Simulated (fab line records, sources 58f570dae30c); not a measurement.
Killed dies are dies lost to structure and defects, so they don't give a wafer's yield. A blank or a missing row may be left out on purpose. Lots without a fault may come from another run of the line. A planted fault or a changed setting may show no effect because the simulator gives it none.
Split-lot experiment | flow berkeley_cmos170 | 5 lots, 23 wafers read, on a route of 331 steps

THE SPLIT
At UCB170_ZERO_COAT_01 (resist thk 900 nm), the setting resist_thk_nm was moved away from the recipe's 900 nm on 7 of the 23 wafers read, by -5.0% to +4.4%. The other wafers ran this setting at the recipe's value.

The reading is taken at the split's own step.

THE READING
KrF_of_ZERO_COAT_01.thk_nm (the simulator's own value, which no gauge read), in nm, at UCB170_ZERO_COAT_01 (resist thk 900 nm). The file gives no usual value for it. The 16 wafers here that ran the recipe average 899.9 nm, standard deviation 1.9 nm.

wafer  | tool, chamber at the split | resist_thk_nm as run, nm | against the recipe | KrF_of_ZERO_COAT_01.thk_nm, nm | against lot-mates on the recipe
L074.1 | litho_track-01, 0          | 931.4                    | +3.5%              | 931.5                          | +33.0
L074.2 | litho_track-01, 0          | 900                      | recipe             | 897.4                          | -
L074.3 | litho_track-01, 0          | 900                      | recipe             | 898.2                          | -
L074.4 | litho_track-01, 0          | 900                      | recipe             | 899.8                          | -
L074.5 | litho_track-01, 0          | 931.4                    | +3.5%              | 929.9                          | +31.4
L078.1 | litho_track-03, 0          | 900                      | recipe             | 901.7                          | -
L078.2 | litho_track-03, 0          | 900                      | recipe             | 900.9                          | -
L078.6 | litho_track-03, 0          | 900                      | recipe             | 900                            | -
L080.1 | litho_track-01, 0          | 900                      | recipe             | 899.7                          | -
L080.2 | litho_track-01, 0          | 900                      | recipe             | 897.9                          | -
L080.3 | litho_track-01, 0          | 900                      | recipe             | 896.8                          | -
L080.4 | litho_track-01, 0          | 900                      | recipe             | 899.2                          | -
L080.6 | litho_track-01, 0          | 900                      | recipe             | 897.7                          | -
L082.2 | litho_track-02, 0          | 939.3                    | +4.4%              | 941                            | +39.3
L082.3 | litho_track-02, 0          | 939.3                    | +4.4%              | 943.6                          | +41.9
L082.4 | litho_track-02, 0          | 939.3                    | +4.4%              | 941.7                          | +40.0
L082.5 | litho_track-02, 0          | 900                      | recipe             | 901.7                          | -
L082.6 | litho_track-02, 0          | 900                      | recipe             | 901.7                          | -
L083.1 | litho_track-02, 0          | 854.8                    | -5.0%              | 857.3                          | -44.6
L083.2 | litho_track-02, 0          | 900                      | recipe             | 899.3                          | -
L083.4 | litho_track-02, 0          | 900                      | recipe             | 903.4                          | -
L083.5 | litho_track-02, 0          | 854.8                    | -5.0%              | 856                            | -45.9
L083.6 | litho_track-02, 0          | 900                      | recipe             | 902.9                          | -

THE FIT
A straight line over all 23 wafers: KrF_of_ZERO_COAT_01.thk_nm changes by +9.07 nm for each +1% of resist_thk_nm; r = +1.00; the points scatter about the line by 2.1 nm.
The same after taking each lot's own level away (the mean of its wafers on the recipe; 23 wafers): +9.14 nm for each +1%; r = +1.00; scatter 1.1 nm.
On that fit, the largest move of resist_thk_nm shifts the reading by 46 nm.
The lots' own levels span 898.26 to 901.87 nm, that is 1.9 times the standard deviation above.
So the lot-to-lot level changes the slope little: the two slopes agree.
Check: with one of the wafers moved furthest among these (-5.0%) left out of the fit, the line predicts -46.2 nm for it against its lot-mates. It came out at -44.6 nm against them.

THE WHOLE CHAIN: every reading that the file lists as answering this split, in the file's order
step                 | what it does      | reading                                                                     | change (the file's fit)              | r (the file's)
UCB170_ZERO_COAT_01  | resist thk 900 nm | KrF_of_ZERO_COAT_01.thk_nm (the simulator's own value, which no gauge read) | +9.14 nm for each +1% of the setting | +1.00
UCB170_ZERO_STRIP_07 | strips in O2      | strip_time_to_endpoint_s                                                    | withheld for each +1% of the setting | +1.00

THE FILE'S OWN FIT
KrF_of_ZERO_COAT_01.thk_nm changes by +9.14 nm for each +1% of resist_thk_nm, r = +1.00.
